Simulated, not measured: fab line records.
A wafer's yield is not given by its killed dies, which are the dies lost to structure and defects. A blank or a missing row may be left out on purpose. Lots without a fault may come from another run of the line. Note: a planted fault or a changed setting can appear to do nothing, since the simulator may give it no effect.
Which tool did it? || flow ritCmos || 7 lots, 21 wafers sampled, at 2 steps of a route of 202

## WHAT EACH GAUGE READ, for each wafer
RIT_SDANNEAL_RS_MEAS_04: a four-point-probe measurement.
{"lot": "L163", "measured": "day 3 14:59", "on": "filmMetro-04", "PSD_RS (ohm/sq)": "115.2 115.2 115.2"}
{"lot": "L167", "measured": "day 4 08:37", "on": "filmMetro-03", "PSD_RS (ohm/sq)": "116.5 116.2 116.3"}
{"lot": "L171", "measured": "day 5 06:35", "on": "filmMetro-04", "PSD_RS (ohm/sq)": "115.9 115.5 115.5"}
{"lot": "L174", "measured": "day 5 18:50", "on": "filmMetro-04", "PSD_RS (ohm/sq)": "- - -"}
{"lot": "L177", "measured": "day 6 09:49", "on": "filmMetro-04", "PSD_RS (ohm/sq)": "- - -"}
{"lot": "L179", "measured": "day 6 17:01", "on": "filmMetro-03", "PSD_RS (ohm/sq)": "- - -"}
{"lot": "L184", "measured": "day 7 20:41", "on": "filmMetro-02", "PSD_RS (ohm/sq)": "115.4 116.0 115.7"}

## WHAT TOOL EACH LOT RAN ON (gives the tool, then ch and the chambers of the sampled wafers, and finally the start)
{"lot": "L163", "RIT_PSD_IMPLANT_08": "implanter-03 ch 0, day 3 14:10"}
{"lot": "L167", "RIT_PSD_IMPLANT_08": "implanter-02 ch 0, day 4 07:48"}
{"lot": "L171", "RIT_PSD_IMPLANT_08": "implanter-03 ch 0, day 5 05:41"}
{"lot": "L174", "RIT_PSD_IMPLANT_08": "implanter-03 ch 0, day 5 18:02"}
{"lot": "L177", "RIT_PSD_IMPLANT_08": "implanter-03 ch 0, day 6 09:01"}
{"lot": "L179", "RIT_PSD_IMPLANT_08": "implanter-03 ch 0, day 6 16:12"}
{"lot": "L184", "RIT_PSD_IMPLANT_08": "implanter-04 ch 0, day 7 19:52"}
- RIT_PSD_IMPLANT_08

## THE ANSWER, worked out from the rows above alone
Rule: usual is defined by the lots themselves. The widest of any qualifying gaps counts: lots, ordered by their means at a reading, are off when they make up no more than a third of the lots, leave a main group of 4 or more, and stand apart from it by 3 or more times the standard deviation of that group's means. A main group is skipped when, at the precision printed for the reading in the tables above, its means are all equal. Also off: a lot with no number at a reading for which 4 or more lots have one. The other lots that the step has rows for count as sound.
Off: L174, L177, L179, seen at RIT_SDANNEAL_RS_MEAS_04 (PSD_RS). Without a number there: L174, L177, L179. Main group: mean 115.7 ohm/sq, sd 0.4.
A tool fits if, at a process step before that reading, it ran every lot that is off, and no sound lot after the first of them. Those tools and the gauges at RIT_SDANNEAL_RS_MEAS_04 are tried in the same way. One fits: RIT_PSD_IMPLANT_08 on implanter-03. Its last sound lot is L171 (day 5 05:41), its first lot that is off L174 (day 5 18:02): a fault that began between those two fits.

## WHAT THE SIMULATOR HAD INSERTED
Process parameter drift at RIT_PSD_IMPLANT_08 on implanter-03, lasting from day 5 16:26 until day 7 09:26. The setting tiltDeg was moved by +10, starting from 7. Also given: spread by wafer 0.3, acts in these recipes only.
Shown lots that were struck: L174, L177, L179. The rule given above showed the same thing.
